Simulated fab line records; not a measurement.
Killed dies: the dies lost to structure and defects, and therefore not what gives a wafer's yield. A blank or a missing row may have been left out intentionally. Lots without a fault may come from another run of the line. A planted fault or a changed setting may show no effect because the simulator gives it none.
A lot that was struck, set against a sound lot	flow berkeley_cmos170	27 out of 331 route steps
Sound: these wafers, L348.3, L348.4, L348.5. Struck: wafers L357.1, L357.2, L357.5. At the end, the cause is stated.
Order at every step that has rows: each side's tool, ch and its chambers, its first start. Under that, the readings that differ: sound wafers	struck wafers	difference of the means	sigmas: that difference in standard deviations of wafers without a fault.
alike: a reading whose means differ by less than 2 such deviations, as well as words and numbers matching on both sides. not compared: withheld readings; readings where some wafer has no value; bounds like >300 that might hide an equal value; numbers whose values overlap and for which the record gives no deviation.
The two part at a step that has a row with sigmas, a row that says differs or no value, or rows on one side only. When numbers do not overlap yet have no deviation, they are printed without sigmas and do not part them. Lack of a reading on every wafer of one side parts them only where that side has two or more wafers.

first, 2 steps without rows for these wafers: UCB170_NWELL_PEB_10; UCB170_NWELL_DEVELOP_11 (develop time 45 s).
UCB170_NWELL_OVL_MEAS_12:
  sound: overlay-02 at day 2 19:56; struck: overlay-02 at day 4 21:37
  alike: NWELL_OVL
UCB170_NWELL_ETCH_13: etches Si3N4 in CH3F/Ar/O2, stops on SiO2, target depth 246.4 nm, time 154 s.
  sound on rie_diel-04 ch 0,1,2, day 2 19:57; struck on rie_diel-02 ch 0,1, day 4 21:38
  alike: chamber_pressure_mTorr, drypump_motor_current_A, oes_product_au, rf_fwd_power_W, throttle_valve_pct
  not compared: rf_hours_counter_h
following that, these wafers have no rows for 1 step: UCB170_NWELL_IMPLANT_14.
UCB170_NWELL_STRIP_15: strips in O2.
  sound on plasma_asher-04 ch 0,1, day 2 20:14; struck on plasma_asher-02 ch 0,1, day 4 21:53
  alike: chamber_pressure_mTorr, drypump_motor_current_A, oes_product_au, strip_time_to_endpoint_s
  not compared: rf_hours_counter_h
UCB170_NWELL_TW_MEAS_16:
  sound: film_metro-04 at day 2 20:19; struck: film_metro-04 at day 4 21:59
  alike: NWELL_TW
then, 5 steps without rows for these wafers: UCB170_NWELL_CLEAN_17 (cleans in SPM, time 600 s); UCB170_NWELL_WET_ETCH_18 (etches Si3N4 in H3PO4, time 14400 s); UCB170_NWELL_WET_ETCH_19 (etches SiO2 in BOE, time 22 s); UCB170_PWELL_CLEAN_00 (cleans in SPM, time 600 s); UCB170_PWELL_CLEAN_01 (cleans in dHF, time 60 s).
UCB170_PWELL_OXIDATION_02: target thk 26.4 nm, ox time 1260 s.
  sound on furnace-01 ch 0, day 3 03:02; struck on furnace-04 ch 0, day 5 11:08
reading	sound	struck	difference	sigmas
model.SiO2_of_PWELL_OXIDATION_02.thk_nm (nm)	26.13 25.85 26.44	23.65 24.03 23.9	-2.28	
  alike: ox_temp_c, spike_tc_source_C, tube_center_temp_C_max
UCB170_PWELL_THK_MEAS_03:
  sound: film_metro-04 at day 3 04:24; struck: film_metro-03 at day 5 12:29
reading	sound	struck	difference	sigmas
PWELL_OXIDE_THK (nm)	26.1 25.9 26.5	23.6 24.0 23.9	-2.3	-4
then, 2 steps without rows for these wafers: UCB170_PWELL_ANNEAL_04 (time 900 s); UCB170_PWELL_CVD_05 (deposits Si3N4 from SiH2Cl2/NH3, target thk 220 nm, time 3300 s).
UCB170_PWELL_THK_MEAS_06:
  sound: film_metro-01 at day 3 12:22; struck: film_metro-01 at day 5 19:45
  alike: PWELL_NITRIDE_THK
then, 6 steps without rows for these wafers: UCB170_PWELL_HMDS_07 (prime time 60 s); UCB170_PWELL_COAT_08 (resist thk 900 nm); UCB170_PWELL_SOFTBAKE_09 (time 60 s); UCB170_PWELL_EXPOSE_10 (exposes mask PWELL, target cd 3000 nm); UCB170_PWELL_PEB_11; UCB170_PWELL_DEVELOP_12 (develop time 45 s).
UCB170_PWELL_OVL_MEAS_13:
  sound: overlay-02 at day 3 13:37; struck: overlay-02 at day 5 20:59
  alike: PWELL_OVL
UCB170_PWELL_ETCH_14: etches Si3N4 in CH3F/Ar/O2, stops on SiO2, target depth 242 nm, time 151 s.
  sound on rie_diel-02 ch 1,2,3, day 3 13:38; struck on rie_diel-03 ch 0,2,3, day 5 21:01
reading	sound	struck	difference	sigmas
model.SiO2_of_PWELL_OXIDATION_02.thk_nm (nm)	22.23 22.27 22.79	19.89 20.51 19.73	-2.39	
  alike: chamber_pressure_mTorr, drypump_motor_current_A, oes_product_au, rf_fwd_power_W, throttle_valve_pct
  not compared: rf_hours_counter_h
then, 2 steps without rows for these wafers: UCB170_PWELL_IMPLANT_15; UCB170_M3_PROBE_99.

== WHERE THEY PART ==
Only at UCB170_PWELL_THK_MEAS_03, as far as this record shows. Later steps at which nothing parts them and some readings are alike: UCB170_PWELL_THK_MEAS_06, UCB170_PWELL_OVL_MEAS_13, UCB170_PWELL_ETCH_14.

WHY: what had been put in by the simulator
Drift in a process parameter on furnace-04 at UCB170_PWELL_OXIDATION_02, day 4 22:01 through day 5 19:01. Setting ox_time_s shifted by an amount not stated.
